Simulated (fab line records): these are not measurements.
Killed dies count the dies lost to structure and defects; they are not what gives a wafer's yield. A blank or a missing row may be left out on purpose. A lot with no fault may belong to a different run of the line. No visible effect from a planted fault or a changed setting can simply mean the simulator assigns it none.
Which tool was responsible? -- flow rit_cmos -- 7 lots, 21 wafers sampled, at 1 step of a route of 202

== WHAT EACH GAUGE READ, for each wafer ==
RIT_ACTIVE_BOW_MEAS_00.
lot,measured,on,INCOMING_BOW (um)
L592,day 1 15:00,film_metro-01,-7 -6 -5
L595,day 2 06:02,film_metro-04,1 -9 10
L599,day 3 02:01,film_metro-03,-11 -9 -1
L601,day 3 12:00,film_metro-04,3 1 2
L605,day 4 08:00,film_metro-03,2 1 10
L608,day 4 23:01,film_metro-04,2 8 -4
L613,day 6 00:00,film_metro-01,-13 -4 -8

== WHAT TOOL EACH LOT RAN ON (gives the tool, then ch and the chambers of the sampled wafers, and finally the start) ==
The record shows no process step preceding these readings.

== THE ANSWER, worked out from the rows above alone ==
Rule: the usual values come from the lots themselves. Put in order of their means at a reading, lots are off if they are a third of the lots or fewer, leave a main group of 4 or more, and stand apart from it by a gap of 3 or more times the standard deviation of the main group's means; of several such gaps the widest counts. A main group is skipped when, at the precision printed for the reading in the tables above, its means are all equal. A lot without any number at a reading at which 4 lots or more have one is off too. The other lots that the step has rows for count as sound.
No lot is off on any of the readings shown, so nothing can be concluded from this.

== WHAT HAD BEEN PUT IN BY THE SIMULATOR ==
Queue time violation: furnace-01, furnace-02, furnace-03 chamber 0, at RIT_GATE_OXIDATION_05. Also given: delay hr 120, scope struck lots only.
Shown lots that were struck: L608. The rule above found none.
